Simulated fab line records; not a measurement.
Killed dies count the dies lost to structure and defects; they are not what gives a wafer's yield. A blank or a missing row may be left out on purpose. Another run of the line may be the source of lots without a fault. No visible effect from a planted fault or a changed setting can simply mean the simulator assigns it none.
2 desks looking at one fault -- flow berkeley-cmos170 -- every desk sees just its own numbers, and what lay behind them comes last

== METROLOGY DESK ==
What the gauges read, lot by lot, whatever tool the lot ran on: means of the sampled wafers that have a number. Any lot whose mean is over 4 standard deviations away from the usual mean is out of limits and marked OUT; that distance is given in the brackets.
Columns: A = NWELL_OVL at UCB170_NWELL_OVL_MEAS_12, usual 3 nm; B = cd-nm at UCB170_GATE_CD_MEAS_90, usual 350.0 nm; C = NLDD_TW at UCB170_NLDD_TW_MEAS_11, usual 2237; D = NLDD_RS at UCB170_SDANNEAL_RS_MEAS_05, usual 616.2 ohm/sq
lot,first seen here,A,B,C,D
L130,day 2 15:54,3,350.3,2235,617.0
L131,day 2 21:18,-2,349.9,2205,613.1
L140,day 4 15:10,3,349.8,2364 (+5.5) OUT,507.2 (-68) OUT
L142,day 5 00:31,2,351.1,2420 (+8.0) OUT,506.8 (-68) OUT
L144,day 5 07:57,0,351.6,2244,617.3
L145,day 5 14:43,3,350.6,2188,617.4
L146,day 6 00:22,1,350.2,2248,614.1
L148,day 6 12:16,2,350.1,2203,614.5
L147,day 6 12:31,10,347.1,2252,615.5
L149,day 6 19:21,-6,351.9,2241,616.3
L151,day 7 00:49,3,350.2,2262,617.4
L152,day 7 01:32,-3,352.8,2246,618.0
This desk's finding: out of limits on L140, L142; first on L142, day 9 12:23 (NLDD_TW at UCB170_NLDD_TW_MEAS_11). L130, L131, L144, L145, L146, L148, L147, L149, L151, L152 stayed within limits.

== AT THE TOOL OWNER'S DESK: implanter-03 ==
The tool's own readings at UCB170_NLDD_IMPLANT_08: means of the sampled wafers that have a number, for each lot that ran on this tool. Any lot whose mean is over 4 standard deviations away from the usual mean is out of limits and marked OUT; that distance is given in the brackets.
Columns: A = beam-on-s at UCB170_NLDD_IMPLANT_08, usual 10.00 s; B = dose-ions-cm2 at UCB170_NLDD_IMPLANT_08, usual 5e+13; C = faraday-current-uA at UCB170_NLDD_IMPLANT_08, usual 159
lot,first seen here,A,B,C
L130,day 7 22:16,9.90,5e+13,160
L142,day 9 11:59,9.75,8e+13 (+99 or more) OUT,269 (+34) OUT
L140,day 9 12:34,10.00,8e+13 (+99 or more) OUT,262 (+32) OUT
Finding of this desk: L140, L142 out of limits; the first was L142 at day 9 11:59, on dose-ions-cm2 at UCB170_NLDD_IMPLANT_08. L130 stayed within limits.

== BROUGHT TOGETHER ==
At day 9 11:59, on L140, L142, the tool owner's desk was in a position to raise an alarm.
On L140, L142, the metrology desk was in a position to raise an alarm at day 9 12:23.
The lots listed all ran UCB170_NLDD_IMPLANT_08 on implanter-03.

== WHAT THE SIMULATOR PUT IN ==
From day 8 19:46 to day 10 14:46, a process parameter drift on implanter-03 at UCB170_NLDD_IMPLANT_08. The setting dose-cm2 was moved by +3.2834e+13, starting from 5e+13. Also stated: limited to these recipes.
Shown lots that were struck: L140, L142.
Counting hours from when the fault started, the first reading out of limits came at 16 for the tool owner's desk and at 17 for the metrology desk.
